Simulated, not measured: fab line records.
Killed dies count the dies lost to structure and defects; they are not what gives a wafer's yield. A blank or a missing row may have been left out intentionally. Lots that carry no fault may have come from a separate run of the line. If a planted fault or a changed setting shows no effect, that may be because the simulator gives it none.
fab line records	flow rit_cmos
record: lots: 5	wafers: 23
route steps=202 shown PLDD@119 SPACER@125 NSD@132 PSD@149 M1@188
start_h: the number of hours between the record's first day and the start of the first shown wafer of the lot	wait_h: hours from the lot's prior step to this one	" identical to the entry in the row above	L1.1+2: a single row standing in for several wafers	- no value, or no start given	* or withheld: withheld	< > ~ a bound
route shown NAME@n: NAME is a module with steps in the file, n the number in the route of the first one	usual: the fault-free wafers' mean and standard deviation	same: alike in all rows	chamber/n: place in a boat	sites: per-site readings	_std_site: the standard deviation of these	_edge_site: outer sites' mean less inner sites'	radius_mm: how far each site lies from the wafer's centre	mask NAME#n: copy n	behind: the most recent tool/chamber to have shaped the wafer	hold: what put the lot on hold/how long, in hours/how the hold closed	device: the n, p or np transistor that did not switch	end of line: tests of these same wafers at the route's end	a step given without rows: its recipe and nothing more	killed: dies that structure and defects cost at the first sort, which is not the same as the wafer's yield	map: dies across one wafer; x = killed, . = not, _ = none there
set.NAME: the run value of the setting; set.NAME@STEP: its run value at that earlier step	model.NAME: the simulator's own value behind a step, which no gauge read
lots where settings were altered on purpose, with a table for each step and a row for each wafer
== steps ==
step: RIT_PLDD_DEVELOP_05
recipe: resist: NOVOLAK	develop_time_s: 50	dev_temp_c: 23
lot.wafer	tool	chamber	start_h	wait_h	set.develop_time_s
L076.2+5+6	litho_track-04	0	-	-	50
L076.3+4	"	0	"	"	56.99
L077.1+2+6	litho_track-01	0	-	-	47.47
L077.3+4	"	0	"	"	50
L079.1+3+5	litho_track-01	0	-	-	52.28
L079.2+6	"	0	"	"	50
L081.1+3	litho_track-01	0	-	-	50
L081.4+5+6	"	0	"	"	45.27
L084.2+4+6	litho_track-04	0	-	-	50
step: RIT_PLDD_HARDBAKE_07
recipe: resist: NOVOLAK	temp_c: 140	time_s: 60
step: RIT_PLDD_STRIP_09
recipe: chemistry: O2	time_s: 180	resist: NOVOLAK	platen_temp_c: withheld	power_w: 500	pressure_mtorr: 4000	o2_flow_sccm: 4000
step: RIT_SPACER_CLEAN_00
recipe: chemistry: SC1	mix: 3:3:50	time_s: 600	temp_c: 75
lot.wafer	tool	chamber	start_h	wait_h	set.temp_c@REOX_OXIDATION_03	model.SiO2_of_REOX_OXIDATION_03.thk_nm
L076.2	wet_bench-01	2	57.29	0.0	900	23.72
L076.3	"	2	"	"	900	23.63
L076.4+5	"	2	"	"	900	23.92
L076.6	"	2	"	"	900	23.7
L077.1	wet_bench-04	2	60.30	0.1	909.3	26.15
L077.2	"	2	"	"	909.3	25.59
L077.3	"	2	"	"	909.3	26
L077.4	"	2	"	"	909.3	25.81
L077.6	"	2	"	"	909.3	25.9
L079.1	wet_bench-03	2	71.84	0.1	900	22.69
L079.2	"	2	"	"	900	23.33
L079.3	"	2	"	"	900	23.03
L079.5	"	2	"	"	900	22.91
L079.6	"	2	"	"	900	23.12
L081.1	wet_bench-01	1	79.70	0.1	916.6	27.46
L081.3	"	1	"	"	916.6	27.59
L081.4	"	1	"	"	916.6	27.53
L081.5	"	1	"	"	916.6	27.45
L081.6	"	1	"	"	916.6	27.31
L084.2	wet_bench-01	2	96.13	0.0	900	23.18
L084.4	"	2	"	"	900	22.85
L084.6	"	2	"	"	900	22.98
step: RIT_NSD_COAT_01
recipe: resist: NOVOLAK	spin_rpm: 3250	resist_thk_nm: 1000
lot.wafer	tool	chamber	start_h	wait_h	set.spin_rpm	model.NOVOLAK_of_NSD_COAT_01.thk_nm
L076.2+6	litho_track-04	0	60.99	0.1	3250	998
L076.3	"	0	"	"	3250	998.2
L076.4+5	"	0	"	"	3250	998.3
L077.1	litho_track-01	0	63.12	0.1	3058	1033
L077.2	"	0	"	"	3058	1031
L077.3	"	0	"	"	3058	1029
L077.4	"	0	"	"	3250	1002
L077.6	"	0	"	"	3250	998.3
L079.1	litho_track-04	0	74.48	0.1	3250	1003
L079.2+5	"	0	"	"	3250	1002
L079.3	"	0	"	"	3082	1027
L079.6	"	0	"	"	3082	1030
L081.1+5+6	litho_track-02	0	82.77	0.1	3250	1003
L081.3	"	0	"	"	3250	998
L081.4	"	0	"	"	3250	1001
L084.2	litho_track-04	0	98.84	0.1	3250	998.5
L084.4	"	0	"	"	3250	999.3
L084.6	"	0	"	"	3250	998.8
step: RIT_NSD_SOFTBAKE_02
recipe: resist: NOVOLAK	temp_c: 90	time_s: 60
step: RIT_NSD_EXPOSE_03
recipe: mask_id: M9	na: 0.57	target_cd_nm: 40700	dose_mj: 250
step: RIT_NSD_DEVELOP_05
recipe: resist: NOVOLAK	develop_time_s: 50	dev_temp_c: 22.08
step: RIT_NSD_HARDBAKE_07
recipe: resist: NOVOLAK	temp_c: 140	time_s: 60
lot.wafer	tool	chamber	start_h	wait_h	set.spin_rpm@NSD_COAT_01	model.NOVOLAK_of_NSD_COAT_01.thk_nm
L076.2+3	litho_track-04	0	61.88	0.0	3250	882.1
L076.4+5	"	0	"	"	3250	882.2
L076.6	"	0	"	"	3250	882
L077.1	litho_track-04	0	64.01	0.0	3058	912.9
L077.2	"	0	"	"	3058	910.6
L077.3	"	0	"	"	3058	909.3
L077.4	"	0	"	"	3250	885.5
L077.6	"	0	"	"	3250	882.2
L079.1	litho_track-04	0	75.35	0.0	3250	886.4
L079.2	"	0	"	"	3250	885.7
L079.3	"	0	"	"	3082	907.4
L079.5	"	0	"	"	3250	885.1
L079.6	"	0	"	"	3082	910.1
L081.1+6	litho_track-04	0	83.63	0.0	3250	886
L081.3	"	0	"	"	3250	882.1
L081.4	"	0	"	"	3250	885
L081.5	"	0	"	"	3250	886.5
L084.2	litho_track-04	0	99.57	0.0	3250	882.5
L084.4	"	0	"	"	3250	883.1
L084.6	"	0	"	"	3250	882.8
step: RIT_PSD_HARDBAKE_07
recipe: resist: NOVOLAK	temp_c: 140	time_s: 60
lot.wafer	tool	chamber	start_h	wait_h	set.temp_c	model.NOVOLAK_of_PSD_COAT_01.thk_nm
L076.2	litho_track-02	0	63.30	0.0	136.4	888.1
L076.3	"	0	"	"	140	886.3
L076.4	"	0	"	"	140	885.8
L076.5	"	0	"	"	136.4	889.7
L076.6	"	0	"	"	140	883.5
L077.1+6	litho_track-04	0	65.44	0.0	136.9	888.2
L077.2	"	0	"	"	140	882.3
L077.3	"	0	"	"	136.9	887.2
L077.4	"	0	"	"	140	881.6
L079.1	litho_track-03	0	76.88	0.1	143.8	878.1
L079.2	"	0	"	"	140	885.5
L079.3	"	0	"	"	143.8	878.4
L079.5	"	0	"	"	140	885.3
L079.6	"	0	"	"	140	883.8
L081.1	litho_track-02	0	85.26	0.0	136.5	891.1
L081.3+4	"	0	"	"	136.5	891.3
L081.5	"	0	"	"	140	888
L081.6	"	0	"	"	140	887.9
L084.2	litho_track-02	0	101.15	0.0	140	880.7
L084.4	"	0	"	"	140	882.4
L084.6	"	0	"	"	140	882.6
step: RIT_M1_COAT_04
recipe: resist: NOVOLAK	spin_rpm: 2000	resist_thk_nm: 1300
lot.wafer	tool	chamber	start_h	wait_h	set.resist_thk_nm	model.NOVOLAK_of_M1_COAT_04.thk_nm
L076.2	litho_track-03	0	68.26	0.1	1358	1362
L076.3	"	0	"	"	1358	1367
L076.4	"	0	"	"	1300	1304
L076.5	"	0	"	"	1358	1364
L076.6	"	0	"	"	1300	1310
L077.1	litho_track-04	0	70.58	0.1	1273	1278
L077.2	"	0	"	"	1300	1300
L077.3+4	"	0	"	"	1300	1303
L077.6	"	0	"	"	1273	1276
L079.1	litho_track-03	0	81.81	0.1	1300	1297
L079.2	"	0	"	"	1300	1296
L079.3	"	0	"	"	1354	1344
L079.5	"	0	"	"	1354	1351
L079.6	"	0	"	"	1354	1349
L081.1	litho_track-04	0	90.16	0.1	1322	1319
L081.3	"	0	"	"	1300	1298
L081.4	"	0	"	"	1300	1296
L081.5	"	0	"	"	1300	1301
L081.6	"	0	"	"	1322	1322
L084.2	litho_track-01	0	106.11	0.1	1300	1293
L084.4+6	"	0	"	"	1300	1298
step: RIT_M1_SOFTBAKE_05
recipe: resist: NOVOLAK	temp_c: 90	time_s: 60
step: RIT_M1_EXPOSE_06
recipe: mask_id: M12	na: 0.6	source_shape: conventional	sigma_outer: 0.5	target_cd_nm: 2600	dose_mj: 250
step: RIT_M1_PEB_07
recipe: resist: NOVOLAK	temp_c: withheld	time_s: withheld
step: RIT_M1_DEVELOP_08
recipe: resist: NOVOLAK	develop_time_s: 68	dev_temp_c: 24.01
step: RIT_M1_CD_MEAS_09
recipe: target_cd_nm: 2600
usual: cd_nm: 2599.9/2.5
lot.wafer	tool	chamber	start_h	wait_h	set.resist_thk_nm@M1_COAT_04	cd_nm
L076.2	cd_sem-02	-	68.98	-	1358	2601.4
L076.3	"	-	"	"	1358	2600.9
L076.4	"	-	"	"	1300	2597.9
L076.5	"	-	"	"	1358	2603.7
L076.6	"	-	"	"	1300	2597.8
L077.1	cd_sem-01	-	71.31	-	1273	2597.1
L077.2	"	-	"	"	1300	2599.6
L077.3	"	-	"	"	1300	2600.5
L077.4	"	-	"	"	1300	2600.1
L077.6	"	-	"	"	1273	2594.1
L079.1	cd_sem-01	-	82.66	-	1300	2599.1
L079.2	"	-	"	"	1300	2598.6
L079.3	"	-	"	"	1354	2604.5
L079.5	"	-	"	"	1354	2604.7
L079.6	"	-	"	"	1354	2603.3
L081.1	cd_sem-01	-	90.89	-	1322	2604.0
L081.3	"	-	"	"	1300	2599.2
L081.4	"	-	"	"	1300	2601.8
L081.5	"	-	"	"	1300	2599.1
L081.6	"	-	"	"	1322	2602.7
L084.2	cd_sem-01	-	106.96	-	1300	2600.8
L084.4	"	-	"	"	1300	2601.2
L084.6	"	-	"	"	1300	2602.8
step: RIT_M1_HARDBAKE_11
recipe: resist: NOVOLAK	temp_c: 140	time_s: 120
lot.wafer	tool	chamber	start_h	wait_h	set.temp_c	set.resist_thk_nm@M1_COAT_04	model.NOVOLAK_of_M1_COAT_04.thk_nm
L076.2	litho_track-04	0	69.16	0.1	136.1	1358	1198
L076.3	"	0	"	"	136.1	1358	1202
L076.4	"	0	"	"	136.1	1300	1148
L076.5	"	0	"	"	140	1358	1192
L076.6	"	0	"	"	140	1300	1146
L077.1	litho_track-04	0	71.61	0.2	140	1273	1118
L077.2	"	0	"	"	140	1300	1137
L077.3	"	0	"	"	137.7	1300	1143
L077.4	"	0	"	"	137.7	1300	1144
L077.6	"	0	"	"	137.7	1273	1120
L079.1	litho_track-01	0	82.82	0.0	140	1300	1135
L079.2	"	0	"	"	140	1300	1134
L079.3	"	0	"	"	137.3	1354	1180
L079.5	"	0	"	"	137.3	1354	1186
L079.6	"	0	"	"	140	1354	1179
L081.1	litho_track-01	0	91.04	0.0	136.6	1322	1160
L081.3	"	0	"	"	140	1300	1135
L081.4	"	0	"	"	136.6	1300	1140
L081.5	"	0	"	"	136.6	1300	1144
L081.6	"	0	"	"	140	1322	1156
L084.2	litho_track-01	0	107.14	0.1	140	1300	1131
L084.4+6	"	0	"	"	140	1300	1135
== key ==
split: step: RIT_PLDD_DEVELOP_05	setting: develop_time_s	stated: 50	by: wafer
response none clear
split: step: RIT_NSD_COAT_01	setting: spin_rpm	stated: 3250	by: wafer
response: step: RIT_NSD_COAT_01	reading: model.NOVOLAK_of_NSD_COAT_01.thk_nm	change: -5.17	per: 1%	r: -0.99
response: step: RIT_NSD_HARDBAKE_07	reading: model.NOVOLAK_of_NSD_COAT_01.thk_nm	change: -4.52	per: 1%	r: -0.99
split: step: RIT_PSD_HARDBAKE_07	setting: temp_c	stated: 140	by: wafer
response: step: RIT_PSD_HARDBAKE_07	reading: model.NOVOLAK_of_PSD_COAT_01.thk_nm	change: -1.94	per: 1%	r: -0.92
split: step: RIT_M1_COAT_04	setting: resist_thk_nm	stated: 1300	by: wafer
response: step: RIT_M1_COAT_04	reading: model.NOVOLAK_of_M1_COAT_04.thk_nm	change: +12.5	per: 1%	r: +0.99
response: step: RIT_M1_CD_MEAS_09	reading: cd_nm	change: +1.26	per: 1%	r: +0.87
response: step: RIT_M1_HARDBAKE_11	reading: model.NOVOLAK_of_M1_COAT_04.thk_nm	change: +11.3	per: 1%	r: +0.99
split: step: RIT_M1_HARDBAKE_11	setting: temp_c	stated: 140	by: wafer
response none clear
split outside_this_file step=RIT_REOX_OXIDATION_03 setting=temp_c
split outside_this_file: this setting was split too, and the file shows its column; the key of that split is in another file
